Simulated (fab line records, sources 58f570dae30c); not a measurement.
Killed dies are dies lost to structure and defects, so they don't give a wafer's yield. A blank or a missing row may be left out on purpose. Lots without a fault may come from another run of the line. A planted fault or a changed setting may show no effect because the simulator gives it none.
Which tool did it? | flow berkeley_cmos170 | 7 lots, 21 wafers sampled, at 2 steps of a route of 331

WHAT THE GAUGES READ, wafer by wafer
UCB170_M1_CD_MEAS_09: target cd 700 nm.
lot  | measured     | on        | cd_nm (nm)
L294 | day 7 14:20  | cd_sem-01 | 702.2 700.2 700.6
L297 | day 8 07:53  | cd_sem-02 | 701.6 702.6 703.9
L299 | day 8 20:17  | cd_sem-02 | 702.5 702.5 701.5
L301 | day 9 10:58  | cd_sem-02 | 701.0 699.6 700.0
L302 | day 10 04:01 | cd_sem-02 | 701.2 701.8 701.3
L306 | day 10 04:58 | cd_sem-01 | 720.0 720.3 718.9
L312 | day 11 19:22 | cd_sem-01 | 699.9 699.9 700.5

WHICH TOOL RAN EACH LOT (tool, then ch and the chambers of the sampled wafers, then the start)
lot  | UCB170_M1_SOFTBAKE_05
L294 | litho_track-01 ch 0, day 7 13:00
L297 | litho_track-01 ch 0, day 8 07:00
L299 | litho_track-02 ch 0, day 8 19:00
L301 | litho_track-02 ch 0, day 9 10:00
L302 | litho_track-02 ch 0, day 10 02:00
L306 | litho_track-04 ch 0, day 10 04:00
L312 | litho_track-02 ch 0, day 11 18:00
- UCB170_M1_SOFTBAKE_05: time 60 s.

THE ANSWER, worked out from the rows above alone
Rule: what is usual is taken from the lots themselves. Put in order of their means at a reading, lots are off if they are a third of the lots or fewer, leave a main group of 4 or more, and stand apart from it by a gap of 3 or more times the standard deviation of the main group's means; of several such gaps the widest counts. A main group whose means are all the same, to the digits that the tables above print for the reading, isn't used. A lot without any number at a reading at which 4 lots or more have one is off too. The other lots that the step has rows for count as sound.
Off: L306, at UCB170_M1_CD_MEAS_09 (cd_nm). The main group: mean 701.3 nm, standard deviation 0.95.
A tool fits if, at a process step before that reading, it ran every lot that is off, and no sound lot after the first of them. The gauges at UCB170_M1_CD_MEAS_09 are tried like those tools. One fits: litho_track-04 at UCB170_M1_SOFTBAKE_05. It ran no sound lot before its first lot that is off in this sample, so the start can't be narrowed down.

WHAT THE SIMULATOR HAD PUT IN
Process parameter drift: litho_track-04, from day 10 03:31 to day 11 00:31, at UCB170_M1_SOFTBAKE_05. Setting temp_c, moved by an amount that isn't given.
Lots struck among those shown: L306. The rule above found the same.
